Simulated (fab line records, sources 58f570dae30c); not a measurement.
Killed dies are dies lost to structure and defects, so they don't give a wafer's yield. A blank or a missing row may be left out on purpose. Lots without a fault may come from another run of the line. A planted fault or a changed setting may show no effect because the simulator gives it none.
One fault seen from 2 desks | flow berkeley_cmos170 | each desk has only its own numbers; what lay behind them comes last

THE TOOL OWNER'S DESK: rie_diel-04
The tool's own readings at UCB170_GATE_ETCH_14 (etches BARC in N2/H2): means of the sampled wafers that have a number, for each lot that ran on this tool. A lot is out of limits, marked OUT, if its mean lies more than 4 standard deviations from the usual mean; the brackets give that distance.
Columns: A = drypump_motor_current_A at UCB170_GATE_ETCH_14, usual 5.8 A; B = oes_product_au at UCB170_GATE_ETCH_14, usual 1.002 a.u.; C = throttle_valve_pct at UCB170_GATE_ETCH_14, usual 13.23 %
lot  | first seen here | A   | B                | C
L507 | day 7 16:53     | 6.1 | 1.006            | 13.16
L510 | day 8 13:52     | 6.0 | 0.785 (-10) OUT  | 13.26
L511 | day 8 14:25     | 5.7 | 0.800 (-9.6) OUT | 13.34
L516 | day 9 05:36     | 5.9 | 0.788 (-10) OUT  | 13.22
This desk's finding: out of limits on L510, L511, L516; first on L510, day 8 13:52 (oes_product_au at UCB170_GATE_ETCH_14). In limits: L507.

THE METROLOGY DESK
What the gauges read, lot by lot, whatever tool the lot ran on: means of the sampled wafers that have a number. A lot is out of limits, marked OUT, if its mean lies more than 4 standard deviations from the usual mean; the brackets give that distance.
Columns: A = GATE_OXIDE_THK at UCB170_GATE_THK_MEAS_02, usual 6.56 nm; B = GATE_POLY_THK at UCB170_GATE_THK_MEAS_05, usual 213.3 nm; C = cd_nm at UCB170_GATE_CD_MEAS_12, usual 350.1 nm; D = GATE_OVL at UCB170_GATE_OVL_MEAS_13, usual 0 nm
lot  | first seen here | A    | B     | C     | D
L507 | day 7 09:04     | 6.61 | 213.8 | 349.4 | -2
L509 | day 7 12:04     | 6.66 | 212.9 | 351.1 | -6
L511 | day 8 04:45     | 6.38 | 211.5 | 348.9 | -1
L510 | day 8 04:46     | 6.65 | 211.1 | 348.4 | -5
L515 | day 8 21:27     | 6.49 | 213.2 | 350.8 | -1
L516 | day 8 21:27     | 6.48 | 211.6 | 351.8 | -2
L523 | day 10 08:07    | 6.69 | 214.8 | 349.2 | -1
This desk's finding: nothing out of limits on any of the 7 lots.

PUT TOGETHER
The tool owner's desk could have raised an alarm at day 8 13:52, on L510, L511, L516.
The metrology desk saw nothing out of limits.
The metrology desk has L510, L511, L516 on record, within its limits.
Of the lots named, all ran UCB170_GATE_ETCH_14 on rie_diel-04.

WHAT THE SIMULATOR HAD PUT IN
Process parameter drift: rie_diel-04, from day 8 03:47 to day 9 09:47, at UCB170_GATE_ETCH_14. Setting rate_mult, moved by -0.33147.
Lots struck among those shown: L510, L511, L516.
Hours from the fault's start to each desk's first reading out of limits: the tool owner's desk, 10.
